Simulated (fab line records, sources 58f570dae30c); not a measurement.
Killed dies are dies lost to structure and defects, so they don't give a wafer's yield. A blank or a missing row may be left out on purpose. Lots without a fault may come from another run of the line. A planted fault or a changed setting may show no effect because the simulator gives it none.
fab line records | flow berkeley_cmos170 | part 2 of 2: steps 26 to 36 of 36
record lots=5 wafers=15 last_day=13
route steps=331 shown FIELD@126 GATE@127 PLDD@145 NLDD@158
lots that met no fault: from a run of the same line without faults
start_h: hours from the record's first day to the start of the lot's first wafer shown | wait_h: hours since the lot's step before | " the same as in the row above | L1.1+2: a row that stands for several wafers | - no value, or no start given | * or withheld: withheld | < > ~ a bound
route shown NAME@n: a module of which the file shows steps, and the number in the route of the first | usual: mean/standard deviation of fault-free wafers | same: alike in all rows | chamber/n: place in a boat | sites: the reading at each site | _std_site: their standard deviation | _edge_site: outer sites' mean less inner sites' | radius_mm: how far each site lies from the wafer's centre | mask NAME#n: copy n | behind: the tool/chamber that last shaped the wafer | hold: why the lot was held/for how many hours/how that ended | device: the transistor (n, p or np) that didn't switch | end of line: the same wafers' tests at the end of the route | a step without rows: its recipe alone | killed: dies lost to structure and defects at the first sort, not the wafer's yield | map: a wafer's dies, x killed, . not, _ none there
set.NAME: the setting as run; set.NAME@STEP: as run at that earlier step | model.NAME: the simulator's own value behind a step, which no gauge read
lots at some steps of the route; a table a step, a row a wafer
services: from which hour (start_h, from the record's first day; less than 0 if before it) a tool's chamber was out of use, for how many hours, and why
## steps
# step UCB170_PLDD_CD_MEAS_06
# recipe target_cd_nm=1200
# usual cd_nm=1199.8/1.5
# columns lot.wafer tool chamber start_h wait_h cd_nm
L077.2 cd_sem-01 - 166.35 - 1199.6
L077.5 " - " " 1198.7
L077.6 " - " " 1198.7
L080.3 cd_sem-01 - 185.95 - 1201.8
L080.5 " - " " 1201.5
L080.6 " - " " 1200.6
L079.1 cd_sem-01 - 186.39 - 1200.8
L079.3 " - " " 1199.7
L079.5 " - " " 1200.8
L086.1 cd_sem-02 - 221.03 - 1200.4
L086.2 " - " " 1199.6
L086.3 " - " " 1200.4
L096.1 cd_sem-01 - 257.12 - 1200.0
L096.4 " - " " 1200.6
L096.5 " - " " 1199.7
# step UCB170_PLDD_OVL_MEAS_07
# usual PLDD_OVL=-5/5.6
# columns lot.wafer tool chamber start_h wait_h PLDD_OVL[nm]
L077.2 overlay-02 - 166.45 0.1 10
L077.5 " - " " -4
L077.6 " - " " 6
L080.3 overlay-02 - 186.04 0.1 -6
L080.5 " - " " 1
L080.6 " - " " -5
L079.1 overlay-02 - 186.51 0.1 -1
L079.3 " - " " 4
L079.5 " - " " -2
L086.1 overlay-02 - 221.15 0.1 -9
L086.2 " - " " -4
L086.3 " - " " -11
L096.1 overlay-01 - 257.24 0.1 -2
L096.4 " - " " 0
L096.5 " - " " -3
# step UCB170_PLDD_IMPLANT_08
# recipe species=BF2 dose_cm2=5e+13 energy_kev=10 tilt_deg=7 rotation_deg=0
# columns lot.wafer tool chamber start_h wait_h
L077.2+5+6 implanter-04 0 166.51 0.0
L080.3+5+6 implanter-02 0 186.12 0.1
L079.1+3+5 implanter-04 0 186.55 0.0
L086.1+2+3 implanter-03 0 221.19 0.0
L096.1+4+5 implanter-04 0 257.30 0.1
# step UCB170_PLDD_IMPLANT_09
# recipe species=BF2 dose_cm2=5e+13 energy_kev=10 tilt_deg=7 rotation_deg=180
# columns lot.wafer tool chamber start_h wait_h
L077.2+5+6 implanter-04 0 166.66 0.1
L080.3+5+6 implanter-02 0 186.27 0.1
L079.1+3+5 implanter-04 0 186.70 0.1
L086.1+2+3 implanter-03 0 221.34 0.1
L096.1+4+5 implanter-04 0 257.45 0.1
# step UCB170_PLDD_STRIP_10
# recipe chemistry=O2 power_w=400 pressure_mtorr=3500 platen_temp_c=withheld o2_flow_sccm=400 overash_fraction=0.5
# usual drypump_motor_current_A=5.6/0.34 oes_product_au=0.734/0.0045 strip_time_to_endpoint_s=21.64/0.058
# columns lot.wafer tool chamber start_h wait_h drypump_motor_current_A oes_product_au rf_hours_counter_h strip_time_to_endpoint_s
L077.2 plasma_asher-02 0 166.78 0.1 5.9 0.735 5 21.69
L077.5 " 1 " " 5.7 0.729 - 21.70
L077.6 " 0 " " 5.9 0.734 - 21.67
L080.3 plasma_asher-03 0 186.40 0.1 5.9 0.724 - 21.65
L080.5 " 0 " " 6.0 0.732 - 21.68
L080.6 " 1 " " 4.9 0.738 - 21.63
L079.1 plasma_asher-01 1 186.85 0.1 5.7 0.734 46 21.64
L079.3 " 1 " " 5.7 0.734 - 21.65
L079.5 " 0 " " 5.4 0.742 - 21.67
L086.1 plasma_asher-02 0 221.49 0.1 5.9 0.733 11 21.74
L086.2 " 1 " " 5.8 0.743 11 21.66
L086.3 " 0 " " 5.9 0.730 - 21.77
L096.1 plasma_asher-03 1 257.60 0.1 4.9 0.736 43 21.82
L096.4 " 0 " " 6.0 0.733 - 21.78
L096.5 " 0 " " 6.0 0.736 - 21.83
# step UCB170_PLDD_TW_MEAS_11
# usual PLDD_TW=1010/7.1
# columns lot.wafer tool chamber start_h wait_h PLDD_TW
L077.2 film_metro-02 - 166.89 0.1 1011
L077.5 " - " " 1009
L077.6 " - " " 1009
L080.3 film_metro-03 - 186.49 0.1 1017
L080.5 " - " " 1014
L080.6 " - " " 1017
L079.1 film_metro-02 - 186.95 0.1 996
L079.3 " - " " 1009
L079.5 " - " " 1008
L086.1 film_metro-03 - 221.59 0.1 1014
L086.2 " - " " 1018
L086.3 " - " " 1015
L096.1 film_metro-03 - 257.70 0.1 1008
L096.4 " - " " 1009
L096.5 " - " " 1015
# step UCB170_PLDD_CLEAN_12
# recipe chemistry=SPM temp_c=120 time_s=600
# usual bath_heat_duty_pct=12.4/2
# columns lot.wafer tool chamber start_h wait_h bath_heat_duty_pct
L077.2 wet_bench-01 3 166.94 0.0 14.9
L077.5 " 3 " " 15.4
L077.6 " 3 " " 14.8
L080.3 wet_bench-01 0 186.53 0.0 13.1
L080.5 " 0 " " 12.7
L080.6 " 0 " " 12.2
L079.1 wet_bench-04 1 187.01 0.1 12.6
L079.3 " 1 " " 14.7
L079.5 " 1 " " 13.4
L086.1 wet_bench-03 2 221.67 0.1 10.3
L086.2 " 2 " " 8.2
L086.3 " 2 " " 9.7
L096.1 wet_bench-03 3 257.76 0.1 12.9
L096.4 " 3 " " 12.6
L096.5 " 3 " " 13.7
# step UCB170_NLDD_HMDS_00
# recipe prime_time_s=60 prime_temp_c=100
# usual exhaust_pa=44.9/0.85
# columns lot.wafer tool chamber start_h wait_h exhaust_pa
L077.2 litho_track-01 0 167.16 0.0 43.8
L077.5 " 0 " " 45.1
L077.6 " 0 " " 44.7
L080.3 litho_track-04 0 186.78 0.1 45.0
L080.5 " 0 " " 44.7
L080.6 " 0 " " 45.0
L079.1 litho_track-02 0 187.39 0.2 44.3
L079.3 " 0 " " 45.0
L079.5 " 0 " " 45.0
L086.1 litho_track-02 0 221.84 0.0 46.3
L086.2 " 0 " " 47.0
L086.3 " 0 " " 44.5
L096.1 litho_track-02 0 258.17 0.2 45.9
L096.4 " 0 " " 45.4
L096.5 " 0 " " 46.6
# step UCB170_NLDD_COAT_01
# recipe resist=KrF spin_rpm=1500 resist_thk_nm=900
# usual exhaust_pa=45.1/0.89 spin_speed_rpm=1499.8/0.93
# columns lot.wafer tool chamber start_h wait_h exhaust_pa spin_speed_rpm
L077.2 litho_track-01 0 167.31 0.1 45.2 1499.2
L077.5 " 0 " " 45.9 1499.4
L077.6 " 0 " " 45.4 1498.9
L080.3 litho_track-04 0 186.93 0.1 45.8 1500.2
L080.5 " 0 " " 44.5 1499.8
L080.6 " 0 " " 44.4 1501.1
L079.1 litho_track-02 0 187.54 0.1 45.2 1497.3
L079.3 " 0 " " 45.8 1499.5
L079.5 " 0 " " 46.5 1499.1
L086.1 litho_track-02 0 221.99 0.1 45.3 1498.6
L086.2 " 0 " " 45.1 1501.0
L086.3 " 0 " " 46.2 1498.8
L096.1 litho_track-02 0 258.32 0.1 44.2 1499.6
L096.4 " 0 " " 45.1 1499.6
L096.5 " 0 " " 44.9 1499.9
# step UCB170_NLDD_SOFTBAKE_02
# recipe resist=KrF temp_c=130 time_s=60
# usual exhaust_pa=45.1/0.92
# columns lot.wafer tool chamber start_h wait_h exhaust_pa
L077.2 litho_track-01 0 167.46 0.1 43.6
L077.5 " 0 " " 45.1
L077.6 " 0 " " 44.6
L080.3 litho_track-04 0 187.08 0.1 44.6
L080.5 " 0 " " 43.8
L080.6 " 0 " " 44.7
L079.1 litho_track-02 0 187.69 0.1 45.5
L079.3 " 0 " " 43.8
L079.5 " 0 " " 45.8
L086.1 litho_track-02 0 222.14 0.1 46.3
L086.2 " 0 " " 45.2
L086.3 " 0 " " 46.0
L096.1 litho_track-02 0 258.47 0.1 44.2
L096.4 " 0 " " 43.2
L096.5 " 0 " " 47.2
# step UCB170_NLDD_EXPOSE_03
# recipe mask_id=NSELECT na=0.5 sigma_outer=0.6 source_shape=conventional target_cd_nm=1200 dose_mj=30
# columns lot.wafer tool chamber start_h wait_h mask
L077.2+5+6 krf_scanner-02 0 167.60 0.1 NSELECT#0
L080.3+5+6 krf_scanner-02 0 187.34 0.2 NSELECT#0
L079.1+3+5 krf_scanner-02 0 187.97 0.2 NSELECT#0
L086.1+2+3 krf_scanner-01 0 222.29 0.1 NSELECT#0
L096.1+4+5 krf_scanner-02 0 258.89 0.4 NSELECT#0
## services
# columns tool chamber start_h hours kind
wet_bench-03 - 130.22 5.9 repair
rie_diel-01 0 134.80 3.4 repair
krf_scanner-02 - 137.13 4.4 pm
furnace-02 - 140.80 3.9 pm
krf_scanner-01 - 141.60 1.3 pm
krf_scanner-01 - 146.53 4.0 pm
furnace-04 - 150.71 3.9 pm
rie_si-02 3 152.50 4.7 repair
krf_scanner-01 - 157.26 8.2 repair
rie_si-01 2 164.37 1.0 repair
krf_scanner-01 - 165.42 3.6 pm
rie_si-02 - 166.09 2.8 pm
krf_scanner-01 - 169.31 1.0 pm
krf_scanner-02 - 171.47 12.7 repair
rie_si-01 0 187.27 5.4 repair
krf_scanner-01 - 196.81 5.2 repair
krf_scanner-02 - 202.01 1.3 pm
krf_scanner-01 - 207.79 0.8 pm
rie_si-02 2 226.97 4.8 repair
krf_scanner-01 - 227.61 1.2 repair
implanter-04 - 231.74 2.5 repair
plasma_asher-03 - 237.37 17.2 repair
implanter-02 - 241.26 27.6 pm
krf_scanner-02 - 251.75 1.0 pm
